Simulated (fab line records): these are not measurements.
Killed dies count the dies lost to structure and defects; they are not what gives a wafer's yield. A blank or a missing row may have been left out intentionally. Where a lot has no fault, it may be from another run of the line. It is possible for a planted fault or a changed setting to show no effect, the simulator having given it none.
Which tool was responsible?    flow berkeley_cmos170    Sampling: 9 lots, 27 wafers, 4 of 331 route steps

== WHAT EACH GAUGE READ, for each wafer ==
UCB170_FIELD_THK_MEAS_02. Usual: FIELD_OXIDE_THK gives 558 nm (standard deviation 7.9).
lot   measured     on             FIELD_OXIDE_THK (nm)  flag
L685  day 5 06:11  film_metro-01  563 556 564           
L686  day 5 22:34  film_metro-04  553 564 567           
L687  day 5 22:34  film_metro-01  552 558 555           
L688  day 6 07:45  film_metro-03  571 561 564           
L689  day 6 07:46  film_metro-01  551 554 558           
L690  day 6 07:45  film_metro-04  555 539 557           
L691  day 7 04:09  film_metro-04  478 488 478           OFF
L692  day 7 04:08  film_metro-03  499 487 491           OFF
L700  day 7 21:56  film_metro-04  541 542 552           

UCB170_FIELD_THK_MEAS_90. Usual: FIELD_OXIDE_LEFT_1_THK gives 441 nm (standard deviation 7.8).
lot   measured     on             FIELD_OXIDE_LEFT_1_THK (nm)  flag
L685  day 5 12:47  film_metro-04  446 439 447                  
L686  day 6 06:18  film_metro-01  438 448 451                  
L687  day 6 06:18  film_metro-03  435 440 438                  
L688  day 6 17:41  film_metro-03  454 444 446                  
L689  day 6 17:46  film_metro-03  434 436 441                  
L690  day 6 17:41  film_metro-04  439 423 441                  
L691  day 7 11:16  film_metro-03  361 371 360                  OFF
L692  day 7 11:15  film_metro-01  382 370 375                  OFF
L700  day 8 07:26  film_metro-01  424 425 435                  

UCB170_FIELD_THK_MEAS_91. Usual: FIELD_OXIDE_LEFT_2_THK gives 353 nm (standard deviation 7.8).
lot   measured     on             FIELD_OXIDE_LEFT_2_THK (nm)  flag
L685  day 6 05:21  film_metro-04  356 350 359                  
L686  day 7 08:40  film_metro-03  350 360 363                  
L687  day 7 08:25  film_metro-04  347 353 351                  
L688  day 7 15:33  film_metro-03  365 354 357                  
L689  day 7 14:50  film_metro-04  345 348 353                  
L690  day 7 15:41  film_metro-01  350 334 352                  
L691  day 8 10:31  film_metro-04  274 284 274                  OFF
L692  day 8 10:13  film_metro-04  294 282 287                  OFF
L700  day 9 09:44  film_metro-01  335 337 347                  

== TOOL THAT RAN EACH LOT (tool first, then ch and the chambers of the sampled wafers, then the start) ==
lot   UCB170_FIELD_OXIDATION_01
L685  furnace-01 ch 0, day 5 03:10
L686  furnace-02 ch 0, day 5 19:33
L687  furnace-02 ch 0, day 5 19:33
L688  furnace-02 ch 0, day 6 04:45
L689  furnace-02 ch 0, day 6 04:45
L690  furnace-02 ch 0, day 6 04:45
L691  furnace-02 ch 0, day 7 01:08
L692  furnace-02 ch 0, day 7 01:08
L700  furnace-04 ch 0, day 7 18:56
- UCB170_FIELD_OXIDATION_01: target thk 558.3 nm, ox time 7200 s.

== AS READ BY THE TOOLS THEMSELVES (means over the sampled wafers that have a number; for cases with no such wafer, the mark the record gives instead) ==
UCB170_FIELD_OXIDATION_01. Usual: zone_power_centre_pct 48.4 %, standard deviation 2.3; zone_power_load_pct 37.4 %, standard deviation 2.7.
lot   tool        zone_power_centre_pct (%)  zone_power_load_pct (%)  flag
L685  furnace-01  50.6                       36.3                     
L686  furnace-02  49.2                       39.0                     
L687  furnace-02  48.8                       39.3                     
L688  furnace-02  49.0                       38.9                     
L689  furnace-02  48.5                       38.9                     
L690  furnace-02  48.3                       39.6                     
L691  furnace-02  48.8                       39.1                     
L692  furnace-02  48.7                       39.1                     
L700  furnace-04  43.8                       31.7                     

== THE ANSWER, worked out from the rows above alone ==
Rule: a lot counts as off when the mean over its wafers that have a number is more than 3 standard deviations away from the usual mean. Also off: a lot with no number at a reading for which 4 or more lots have one. The other lots that the step has rows for count as sound. After the gauges, taken in route order, come the tools' own readings; for these a lot's mean is taken, as printed above. At the first step where some lot is off, the reading lying furthest off is the one used; lots without a number count as furthest.
Off: L691, L692, at UCB170_FIELD_THK_MEAS_02 (FIELD_OXIDE_THK).
If a tool, at a process step before that reading, ran all the lots that are off and no sound lot after the first of them, it fits. The gauges at UCB170_FIELD_THK_MEAS_02 are tried like those tools. One fits: furnace-02 at UCB170_FIELD_OXIDATION_01. A fault onset in the window from L688 (day 6 04:45, its last sound lot) to L691 (day 7 01:08, its first lot off) fits.

== WHAT THE SIMULATOR HAD PUT IN ==
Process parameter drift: furnace-02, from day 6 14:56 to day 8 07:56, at UCB170_FIELD_OXIDATION_01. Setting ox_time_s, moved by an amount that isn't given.
Lots struck among those shown: L692, L691. Same finding as the rule above.
